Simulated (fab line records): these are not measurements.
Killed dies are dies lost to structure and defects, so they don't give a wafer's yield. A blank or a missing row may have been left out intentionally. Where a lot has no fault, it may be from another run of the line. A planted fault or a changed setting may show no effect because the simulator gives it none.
A single fault, viewed from 2 desks + flow rit cmos + numbers are kept per desk, each desk with only its own; the story behind them comes last

== THE METROLOGY DESK ==
What the gauges read for every lot (on any tool): the sampled wafers with a number, averaged. Marked OUT: a lot whose mean sits more than 4 standard deviations from the usual mean, which makes it out of limits; the brackets give that distance.
Columns: A = M1_AL_RS at RIT_M1_RS_MEAS_01, usual 0.0734 ohm/sq; B = M1_AL_THK at RIT_M1_THK_MEAS_02, usual 400 nm
| lot  | first seen here | A                        | B             |
|------|-----------------|--------------------------|---------------|
| L863 | day 3 11:19     | 0.0728                   | 405           |
| L865 | day 3 15:15     | 0.0741                   | 397           |
| L866 | day 3 19:34     | 0.0734                   | 401           |
| L867 | day 4 02:06     | 0.0747                   | 392           |
| L868 | day 4 06:50     | 0.0733                   | 400           |
| L869 | day 4 11:31     | 0.0745                   | 393           |
| L870 | day 4 15:18     | 0.0718                   | 408           |
| L873 | day 5 08:44     | 0.1704 (+99 or more) OUT | 179 (-40) OUT |
| L874 | day 5 12:01     | 0.0729                   | 401           |
| L880 | day 6 18:11     | 0.0726                   | 405           |
| L882 | day 7 04:22     | 0.0721                   | 408           |
| L884 | day 7 13:37     | 0.0736                   | 398           |
| L886 | day 8 00:21     | 0.0742                   | 395           |
This desk's finding: out of limits on L873; first on L873, day 5 08:44 (M1_AL_RS at RIT_M1_RS_MEAS_01). In limits: L863, L865, L866, L867, L868, L869, L870, L874, L880, L882, L884, L886.

== DESK OF THE TOOL OWNER: pvd sputter-02 ==
The tool's own readings at RIT_M1_SPUTTER_00 (material Al, target thk 400 nm, time 500 s): means of the sampled wafers that have a number, for each lot that ran on this tool. Marked OUT: a lot whose mean sits more than 4 standard deviations from the usual mean, which makes it out of limits; the brackets give that distance.
Columns: A = cathode dc power W at RIT_M1_SPUTTER_00, usual 2000.0 W; B = chamber pressure pa at RIT_M1_SPUTTER_00, usual 0.4001 Pa; C = throttle valve pct at RIT_M1_SPUTTER_00, usual 30.2 %
| lot  | first seen here | A                       | B      | C    |
|------|-----------------|-------------------------|--------|------|
| L863 | day 3 11:01     | 2000.4                  | 0.3994 | 30.0 |
| L866 | day 3 19:14     | 1999.8                  | 0.3999 | 30.0 |
| L868 | day 4 06:32     | 1999.5                  | 0.4001 | 30.2 |
| L870 | day 4 15:00     | 1999.7                  | 0.4009 | 30.3 |
| L873 | day 5 08:27     | 893.4 (-99 or more) OUT | 0.3999 | 29.3 |
Finding of this desk: L873 out of limits; the first was L873 at day 5 08:27, on cathode dc power W at RIT_M1_SPUTTER_00. In limits: L863, L866, L868, L870.

== PUT TOGETHER ==
At day 5 08:27, on L873, the tool owner's desk was in a position to raise an alarm.
On L873, the metrology desk was in a position to raise an alarm at day 5 08:44.
All the named lots went through RIT_M1_SPUTTER_00 on pvd sputter-02.

== WHAT WAS PUT IN BY THE SIMULATOR ==
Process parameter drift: pvd sputter-02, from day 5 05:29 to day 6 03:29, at RIT_M1_SPUTTER_00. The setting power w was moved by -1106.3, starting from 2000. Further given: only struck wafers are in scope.
Struck lots among those shown: L873.
Time in hours from fault onset to the first out-of-limits reading at each desk: tool owner's desk 3, metrology desk 3.
